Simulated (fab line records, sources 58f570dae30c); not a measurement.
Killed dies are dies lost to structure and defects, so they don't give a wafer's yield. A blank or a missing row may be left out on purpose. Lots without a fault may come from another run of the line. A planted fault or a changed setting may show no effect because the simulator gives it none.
Which tool did it? | flow berkeley_cmos170 | 7 lots, 21 wafers sampled, at 2 steps of a route of 331

WHAT THE GAUGES READ, wafer by wafer
UCB170_NWELL_TW_MEAS_16.
lot  | measured    | on            | NWELL_TW
L176 | day 2 15:24 | film_metro-04 | 1270 1262 1266
L178 | day 2 21:47 | film_metro-01 | 1262 1253 1251
L181 | day 3 17:17 | film_metro-03 | 1236 1229 1232
L182 | day 4 03:44 | film_metro-01 | 1269 1265 1268
L187 | day 4 20:20 | film_metro-04 | 1331 1323 1325
L192 | day 5 21:53 | film_metro-04 | 1256 1252 1247
L197 | day 6 22:17 | film_metro-01 | 1258 1262 1267

WHICH TOOL RAN EACH LOT (tool, then ch and the chambers of the sampled wafers, then the start)
lot  | UCB170_NWELL_IMPLANT_14
L176 | implanter-03 ch 0, day 2 15:10
L178 | implanter-04 ch 0, day 2 21:33
L181 | implanter-03 ch 0, day 3 17:02
L182 | implanter-04 ch 0, day 4 03:29
L187 | implanter-03 ch 0, day 4 20:05
L192 | implanter-04 ch 0, day 5 21:39
L197 | implanter-04 ch 0, day 6 22:02
- UCB170_NWELL_IMPLANT_14

THE ANSWER, worked out from the rows above alone
Rule: what is usual is taken from the lots themselves. Put in order of their means at a reading, lots are off if they are a third of the lots or fewer, leave a main group of 4 or more, and stand apart from it by a gap of 3 or more times the standard deviation of the main group's means; of several such gaps the widest counts. A main group whose means are all the same, to the digits that the tables above print for the reading, isn't used. A lot without any number at a reading at which 4 lots or more have one is off too. The other lots that the step has rows for count as sound.
Off: L187, at UCB170_NWELL_TW_MEAS_16 (NWELL_TW). The main group: mean 1256, standard deviation 12.
A tool fits if, at a process step before that reading, it ran every lot that is off, and no sound lot after the first of them. The gauges at UCB170_NWELL_TW_MEAS_16 are tried like those tools. One fits: implanter-03 at UCB170_NWELL_IMPLANT_14. Its last sound lot is L181 (day 3 17:02), its first lot that is off L187 (day 4 20:05): a fault that began between those two fits.

WHAT THE SIMULATOR HAD PUT IN
Process parameter drift: implanter-03, from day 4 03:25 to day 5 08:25, at UCB170_NWELL_IMPLANT_14. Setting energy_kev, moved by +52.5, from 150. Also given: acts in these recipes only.
Lots struck among those shown: L187. The rule above found the same.
